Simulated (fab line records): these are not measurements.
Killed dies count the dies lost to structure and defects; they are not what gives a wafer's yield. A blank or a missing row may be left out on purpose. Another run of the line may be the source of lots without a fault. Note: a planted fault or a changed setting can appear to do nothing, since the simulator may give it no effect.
Matching of chambers    flow berkeley-cmos170    UCB170_GATE_ETCH_15 on rie-si-02 has 4 sister chambers
The step etches poly-Si in HBr/Cl2, stops on SiO2, time 56.3 s, target depth 278.2 nm. 8 wafers are shown with their chamber, then 8 later ones without.

== WAFERS PAIRED WITH THEIR CHAMBERS ==
wafer   chamber  throttle-valve-pct (%)  drypump-motor-current-A (A)
L363.1  0        26.58                   5.3
L363.5  1        26.47                   5.8
L367.4  0        26.59                   5.4
L367.5  3        26.59                   5.6
L374.2  2        26.88                   5.6
L374.3  1        26.47                   5.8
L374.5  2        26.87                   5.6
L378.3  3        26.60                   5.6

== WAFERS WHOSE CHAMBER IS MISSING ==
wafer   throttle-valve-pct (%)  drypump-motor-current-A (A)
L378.4  26.87                   5.6
L378.6  26.59                   5.6
L382.1  26.58                   5.3
L382.3  26.88                   5.6
L382.4  26.57                   5.6
L381.1  26.56                   5.4
L381.2  26.46                   5.8
L381.4  26.59                   5.6

== THE CHAMBER EACH PASSED THROUGH ==
wafer   from the rows above  in truth
L378.4  2                    2
L378.6  3                    3
L382.1  0                    0
L382.3  2                    2
L382.4  3                    3
L381.1  0                    0
L381.2  1                    1
L381.4  3                    3
8 of 8 placed correctly. Not placeable from these rows: 0. Placed wrongly: 0.
How it was worked out, from the rows above alone: a wafer's distance from a chamber is the root of the sum, over the readings, of the square of ((its reading less the chamber's mean) divided by the reading's scatter). The wafer belongs to the nearest chamber; if the next one is less than 2 further off, it can't be placed. The mean given for a chamber averages the wafers shown for that chamber. The scatter: the root of (the sum of the squares of (reading less its chamber's mean) over the shown wafers, divided by (wafers less chambers)).
